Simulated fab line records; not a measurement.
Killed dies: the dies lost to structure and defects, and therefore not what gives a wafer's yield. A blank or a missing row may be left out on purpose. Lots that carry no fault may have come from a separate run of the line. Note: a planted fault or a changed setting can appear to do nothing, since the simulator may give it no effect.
A single fault, viewed from 2 desks -- flow ritCmos -- each desk holds nothing but its own numbers, with what lay behind them at the end

AT THE METROLOGY DESK
Lot by lot, what the gauges showed, no matter which tool ran the lot: averages of those sampled wafers that carry a number. If a lot's mean is further than 4 standard deviations from the usual mean, the lot is out of limits and carries the mark OUT (the distance appears in the brackets).
Columns: A = FOX2_OXIDE_THK at RIT_FOX2_THK_MEAS_01, usual 353 nm; B = PRETRO_OVL at RIT_PRETRO_OVL_MEAS_06, usual 0.4 nm; C = PSD_RS at RIT_SDANNEAL_RS_MEAS_04, usual 115.95 ohm/sq; D = PLDD_RS at RIT_SDANNEAL_RS_MEAS_06, usual 178.6 ohm/sq; E = M1_BOW at RIT_M1_BOW_MEAS_16, usual 17 um
lot,first seen here,A,B,C,D,E
L929,day 1 18:43,339,-0.0,116.02,178.5,22
L930,day 1 23:36,349,-0.3,115.96,178.3,19
L931,day 2 04:20,360,-0.2,115.87,178.3,22
L935,day 3 00:27,353,2.2,118.67 (+10) OUT,181.1 (+5.5) OUT,14
L936,day 3 06:35,358,1.5,115.93,178.5,15
L937,day 3 11:42,353,-1.2,118.37 (+9.3) OUT,181.8 (+7.0) OUT,19
L938,day 3 15:29,355,0.7,116.25,179.3,20
L940,day 4 01:32,359,-0.9,116.10,178.5,26
L942,day 4 11:23,367,-1.4,115.75,178.5,12
L944,day 4 22:02,351,1.0,115.75,178.7,12
L946,day 5 07:32,349,-1.7,115.56,177.4,23
L949,day 6 03:42,348,2.6,115.68,178.5,16
L950,day 6 05:18,349,0.5,115.88,178.6,19
L952,day 6 18:23,357,-1.8,115.95,178.9,14
Finding of this desk: L935, L937 out of limits, first seen on L935 at day 4 07:33 (PSD_RS at RIT_SDANNEAL_RS_MEAS_04). Within limits: L929, L930, L931, L936, L938, L940, L942, L944, L946, L949, L950, L952.

FOR THE TOOL OWNER'S DESK: rtpAnneal-02
At RIT_SDANNEAL_RTA_03 (time 5 s), the tool's own readings, given per lot that ran on this tool as the mean of the sampled wafers with a number. If a lot's mean is further than 4 standard deviations from the usual mean, the lot is out of limits and carries the mark OUT (the distance appears in the brackets).
Columns: A = wafer_temp_C_max at RIT_SDANNEAL_RTA_03, usual 1053.5
lot,first seen here,A
L929,day 3 01:23,1053.9
L931,day 3 13:04,1053.6
L935,day 4 07:29,1053.9
L937,day 4 17:51,1052.8
L950,day 7 14:20,1053.3
L952,day 8 03:18,1054.1
This desk's verdict: no lot among the 6 shows anything out of limits.

ALL TOGETHER
Metrology desk: alarm possible at day 4 07:33 on L935, L937.
The tool owner's desk saw nothing out of limits.
The tool owner's desk has L935, L937 on record, within its limits.
The lots listed all ran RIT_SDANNEAL_RTA_03 on rtpAnneal-02.

WHAT THE SIMULATOR HAD INSERTED
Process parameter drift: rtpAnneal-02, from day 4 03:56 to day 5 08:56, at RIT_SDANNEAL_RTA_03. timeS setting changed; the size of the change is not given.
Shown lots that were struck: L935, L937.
Delay in hours, fault start to first out-of-limits reading, per desk: metrology desk 4.
